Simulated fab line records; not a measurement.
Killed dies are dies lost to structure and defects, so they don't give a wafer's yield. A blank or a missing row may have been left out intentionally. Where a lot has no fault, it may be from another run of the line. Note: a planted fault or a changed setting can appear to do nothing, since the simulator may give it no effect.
Which tool did it? | flow berkeley-cmos170 | route of 331 steps, sampled at 1 step: 11 lots, 33 wafers

== WHAT THE GAUGES READ, wafer by wafer ==
Not one reading of a measure or inspect step in the record can be checked against a usual standard deviation.

== TOOL THAT RAN EACH LOT (tool first, then ch and the chambers of the sampled wafers, then the start) ==
lot  | UCB170_V1_CMP_02
L814 | cmp-02 ch 0,2,3, day 8 06:46
L813 | cmp-02 ch 0,1, day 8 09:17
L815 | cmp-01 ch 1,3, day 8 13:58
L820 | cmp-01 ch 0,2, day 9 09:40
L824 | cmp-02 ch 1,2, day 9 21:22
L826 | cmp-01 ch 1,2,3, day 10 08:11
L827 | cmp-01 ch 0,2,3, day 11 01:34
L829 | cmp-01 ch 1,3, day 11 11:08
L830 | cmp-01 ch 0,2, day 11 12:28
L828 | cmp-01 ch 0,2, day 11 12:46
L834 | cmp-01 ch 0,1,3, day 12 09:55
- UCB170_V1_CMP_02: polishes SiO2.

== WHAT THE TOOLS THEMSELVES READ (means of the sampled wafers that have a number; where no wafer has one, the mark that the record gives instead) ==
UCB170_V1_CMP_02. Usual: motor-current-A 16.1 A, standard deviation 1.4; platen-rpm 60.00 rpm, standard deviation 0.04.
lot  | tool   | motor-current-A (A) | platen-rpm (rpm) | flag
L814 | cmp-02 | 15.6                | 60.00            |
L813 | cmp-02 | 14.3                | 60.00            |
L815 | cmp-01 | 18.0                | 60.00            |
L820 | cmp-01 | 15.5                | 60.01            |
L824 | cmp-02 | 14.7                | 56.02            | OFF
L826 | cmp-01 | 17.5                | 60.05            |
L827 | cmp-01 | 16.2                | 59.97            |
L829 | cmp-01 | 18.0                | 60.03            |
L830 | cmp-01 | 15.5                | 59.96            |
L828 | cmp-01 | 15.3                | 59.99            |
L834 | cmp-01 | 16.6                | 59.98            |

== THE ANSWER, worked out from the rows above alone ==
Rule: lot off if the mean of its wafers having a number is beyond 3 standard deviations from the usual mean. Also off: a lot with no number at a reading for which 4 or more lots have one. Where the step has rows for the other lots, those lots are counted as sound. Order of review: gauges by route order, followed by the tools' own readings, for which a lot's mean as printed above is used. At the first step where some lot is off, the reading lying furthest off is the one used; lots without a number count as furthest.
Off at UCB170_V1_CMP_02 (platen-rpm): L824.
A tool fits if, at that step or a process step before it, it ran every lot that is off, and no sound lot after the first of them. One fits: cmp-02 at UCB170_V1_CMP_02. A fault onset in the window from L813 (day 8 09:17, its last sound lot) to L824 (day 9 21:22, its first lot off) fits.
On the lots that are off, the tool's own readings at UCB170_V1_CMP_02 differ by more than 5 times the standard deviation of the sound lots' means, which bears it out; platen-rpm reads 56.02 rpm there versus 60.00 rpm on the sound lots.

== WHAT THE SIMULATOR HAD INSERTED ==
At UCB170_V1_CMP_02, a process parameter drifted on cmp-02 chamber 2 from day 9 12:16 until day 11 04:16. From 60, the setting platen-rpm moved by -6. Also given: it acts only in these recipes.
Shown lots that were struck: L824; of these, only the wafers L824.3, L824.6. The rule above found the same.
